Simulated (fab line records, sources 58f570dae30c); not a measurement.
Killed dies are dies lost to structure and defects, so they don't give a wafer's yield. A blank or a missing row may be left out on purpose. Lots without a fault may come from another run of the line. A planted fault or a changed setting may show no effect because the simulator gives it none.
A struck lot beside a sound one | flow berkeley_cmos170 | 15 steps out of a route of 331
Sound: wafers L352.2, L352.5, L352.6. Struck: wafer L358.2. (L358.1, L358.6 of the same lot were not struck and are left out.) The cause comes at the end.
At each step with rows: each side's tool, then ch and its chambers, then its first start. Under that, the readings that differ: sound wafers | struck wafers | difference of the means | sigmas: that difference in standard deviations of wafers without a fault.
alike: readings whose means differ by less than 2 such deviations, and words and numbers that are the same on both sides. not compared: withheld readings, readings that some wafer has no value for, bounds like >300 that may hide the same value, and numbers for which the record gives no deviation and whose values overlap.
The two part at a step that has a row with sigmas, a row that says differs or no value, or rows on one side only. Numbers that don't overlap but have no deviation are shown without sigmas and don't part them. A reading that every wafer of one side lacks parts them only if that side has two wafers or more.

first, 2 steps without rows for these wafers: UCB170_GATE_ANNEAL_03 (time 1800 s); UCB170_GATE_CVD_04 (deposits poly-Si from SiH4, time 1440 s, target thk 214 nm).
UCB170_GATE_THK_MEAS_05:
  sound on film_metro-01, day 6 11:13; struck on film_metro-01, day 7 15:35
  alike: GATE_POLY_THK
then, 6 steps without rows for these wafers: UCB170_GATE_COAT_06; UCB170_GATE_COAT_07 (resist thk 900 nm); UCB170_GATE_SOFTBAKE_08 (time 60 s); UCB170_GATE_EXPOSE_09 (exposes mask POLY, target cd 350 nm); UCB170_GATE_PEB_10; UCB170_GATE_DEVELOP_11 (develop time 45 s).
UCB170_GATE_CD_MEAS_12: target cd 350 nm.
  sound on cd_sem-02, day 6 12:56; struck on cd_sem-01, day 7 17:08
  alike: cd_nm
UCB170_GATE_OVL_MEAS_13:
  sound on overlay-02, day 6 13:02; struck on overlay-01, day 7 17:16
  alike: GATE_OVL
UCB170_GATE_ETCH_14: etches BARC in N2/H2.
  sound on rie_diel-04 ch 0,1,2, day 6 13:04; struck on rie_diel-04 ch 0, day 7 17:18
  alike: drypump_motor_current_A, oes_product_au, throttle_valve_pct
UCB170_GATE_ETCH_15: etches poly-Si in HBr/Cl2, stops on SiO2, time 56.3 s, target depth 278.2 nm.
  sound on rie_si-01 ch 0,1,2, day 6 13:07; struck on rie_si-01 ch 2, day 7 17:20
  reading                                     | sound             | struck | difference | sigmas
  run_length_s (s)                            | 83.9 83.9 84.6    | 87.1   | +3.0       | +6
  model.KrF_of_GATE_COAT_07.thk_nm (nm)       | 771.1 774.7 779.3 | 769.2  | -5.8       |
  model.SiO2_of_GATE_OXIDATION_01.thk_nm (nm) | 6.655 6.662 6.658 | 6.375  | -0.283     |
  alike: drypump_motor_current_A, oes_product_au, throttle_valve_pct
  not compared: rf_hours_counter_h
UCB170_GATE_STRIP_16: strips in O2.
  sound on plasma_asher-03 ch 0,1, day 6 13:09; struck on plasma_asher-01 ch 1, day 7 17:23
  alike: drypump_motor_current_A, oes_product_au
  not compared: rf_hours_counter_h
then, 1 step without rows for these wafers: UCB170_M3_PROBE_99.

WHERE THEY PART
Only at UCB170_GATE_ETCH_15, within this record. Later steps at which nothing parts them and some readings are alike: UCB170_GATE_STRIP_16.

WHY: what the simulator had put in
Process parameter drift: rie_si-01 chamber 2, from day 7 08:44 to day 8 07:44, at UCB170_GATE_ETCH_15. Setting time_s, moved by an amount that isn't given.
